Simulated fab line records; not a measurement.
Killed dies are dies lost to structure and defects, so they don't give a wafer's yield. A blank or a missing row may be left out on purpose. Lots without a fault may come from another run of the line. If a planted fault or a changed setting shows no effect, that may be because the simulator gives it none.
The tool behind it: which one? + flow rit-cmos + 21 wafers from 7 lots sampled at 2 of the route's 202 steps

## WHAT THE GAUGES SHOWED, per wafer
RIT_M1_CD_MEAS_09: target cd 2600 nm.
| lot  | measured    | on        | cd-nm (nm)           |
|------|-------------|-----------|----------------------|
| L191 | day 3 22:44 | cd-sem-01 | 2602.0 2601.3 2600.8 |
| L195 | day 4 20:16 | cd-sem-01 | - - -                |
| L197 | day 5 05:38 | cd-sem-02 | - - -                |
| L204 | day 6 21:31 | cd-sem-01 | 2601.3 2602.4 2598.5 |
| L206 | day 7 03:59 | cd-sem-02 | 2597.1 2597.8 2599.4 |
| L208 | day 7 16:25 | cd-sem-01 | 2594.8 2596.3 2595.2 |
| L210 | day 8 01:41 | cd-sem-02 | 2599.7 2601.2 2601.6 |

## WHAT TOOL EACH LOT RAN ON (gives the tool, then ch and the chambers of the sampled wafers, and finally the start)
| lot  | RIT_M1_COAT_04                   |
|------|----------------------------------|
| L191 | litho-track-03 ch 0, day 3 21:49 |
| L195 | litho-track-01, day 4 19:32      |
| L197 | litho-track-01, day 5 04:55      |
| L204 | litho-track-03 ch 0, day 6 20:48 |
| L206 | litho-track-01 ch 0, day 7 03:16 |
| L208 | litho-track-01 ch 0, day 7 15:41 |
| L210 | litho-track-02 ch 0, day 8 00:57 |
- RIT_M1_COAT_04: resist thk 1300 nm.

## THE ANSWER, worked out from the rows above alone
Rule: what is usual is taken from the lots themselves. Put in order of their means at a reading, lots are off if they are a third of the lots or fewer, leave a main group of 4 or more, and stand apart from it by a gap of 3 or more times the standard deviation of the main group's means; of several such gaps the widest counts. Not used: any main group whose means are identical at the precision the tables above print for the reading. Also off: a lot with no number at a reading for which 4 or more lots have one. Any other lot the step has rows for is counted as sound.
Off: L195, L197, at RIT_M1_CD_MEAS_09 (cd-nm). Without a number there: L195, L197. The main group: mean 2599.3 nm, standard deviation 2.2.
If a tool, at a process step before that reading, ran all the lots that are off and no sound lot after the first of them, it fits. Those tools and the gauges at RIT_M1_CD_MEAS_09 are tried in the same way. Of those tried, none fits.

## WHAT THE SIMULATOR HAD INSERTED
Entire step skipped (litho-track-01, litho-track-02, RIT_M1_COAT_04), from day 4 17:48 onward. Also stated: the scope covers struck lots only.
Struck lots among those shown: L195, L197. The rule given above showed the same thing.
